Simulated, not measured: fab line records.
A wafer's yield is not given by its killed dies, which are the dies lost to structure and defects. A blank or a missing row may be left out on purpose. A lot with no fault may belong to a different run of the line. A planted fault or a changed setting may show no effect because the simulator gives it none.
One fault through the eyes of 2 desks / flow berkeley-cmos170 / only its own numbers are on each desk; what lay behind them is given at the end

## AT THE METROLOGY DESK
What the gauges read, lot by lot, whatever tool the lot ran on: means of the sampled wafers that have a number. The brackets show how far a lot's mean lies from the usual mean; more than 4 standard deviations puts the lot out of limits, marked OUT.
Columns: A = PSD_TW at UCB170_PSD_TW_MEAS_10, usual 2332; B = cd-nm at UCB170_NSD_CD_MEAS_06, usual 1199.7 nm
lot=L731; first seen here=day 8 06:49; A=2337; B=1200.3
lot=L736; first seen here=day 8 13:04; A=2340; B=1200.5
lot=L735; first seen here=day 8 13:21; A=2336; B=1200.4
lot=L734; first seen here=day 8 13:37; A=2339; B=1199.8
lot=L738; first seen here=day 9 03:35; A=2312; B=1199.1
lot=L737; first seen here=day 9 04:19; A=2328; B=1197.1
lot=L740; first seen here=day 9 23:54; A=2332; B=1198.0
lot=L741; first seen here=day 10 00:17; A=2319; B=1201.5
lot=L742; first seen here=day 10 11:55; A=2334; B=1199.2
lot=L743; first seen here=day 10 12:46; A=2325; B=1199.9
lot=L746; first seen here=day 11 00:44; A=2356; B=1196.9
lot=L749; first seen here=day 11 17:09; A=2322; B=1198.1
lot=L751; first seen here=day 12 11:41; A=2332; B=1199.8
This desk found nothing out of limits on any of the 13 lots.

## DESK OF THE TOOL OWNER: rie-diel-02
The tool's own readings at UCB170_SPACER_ETCHBACK_03 (etches SiO2 in CHF3/CF4/Ar, stops on Si, target depth 376 nm, time 97.26 s): means of the sampled wafers that have a number, for each lot that ran on this tool. The brackets show how far a lot's mean lies from the usual mean; more than 4 standard deviations puts the lot out of limits, marked OUT.
Columns: A = drypump-motor-current-A at UCB170_SPACER_ETCHBACK_03, usual 5.5 A; B = oes-product-au at UCB170_SPACER_ETCHBACK_03, usual 0.917 a.u.; C = throttle-valve-pct at UCB170_SPACER_ETCHBACK_03, usual 6.48 %
lot=L731; first seen here=day 8 05:10; A=4.9; B=0.910; C=6.49
lot=L736; first seen here=day 8 11:25; A=5.6; B=0.915; C=6.50
lot=L737; first seen here=day 9 01:05; A=5.2; B=0.914; C=6.52
lot=L741; first seen here=day 9 22:27; A=5.9; B=0.925; C=6.53
lot=L743; first seen here=day 10 10:17; A=5.2; B=0.911; C=6.46
lot=L749; first seen here=day 11 15:01; A=5.2; B=0.855; C=6.51
This desk found nothing out of limits on any of the 6 lots.

## PUT TOGETHER
From the metrology desk's view, nothing was out of limits.
The desk of the tool owner found nothing out of limits.

## WHAT THE SIMULATOR PUT IN
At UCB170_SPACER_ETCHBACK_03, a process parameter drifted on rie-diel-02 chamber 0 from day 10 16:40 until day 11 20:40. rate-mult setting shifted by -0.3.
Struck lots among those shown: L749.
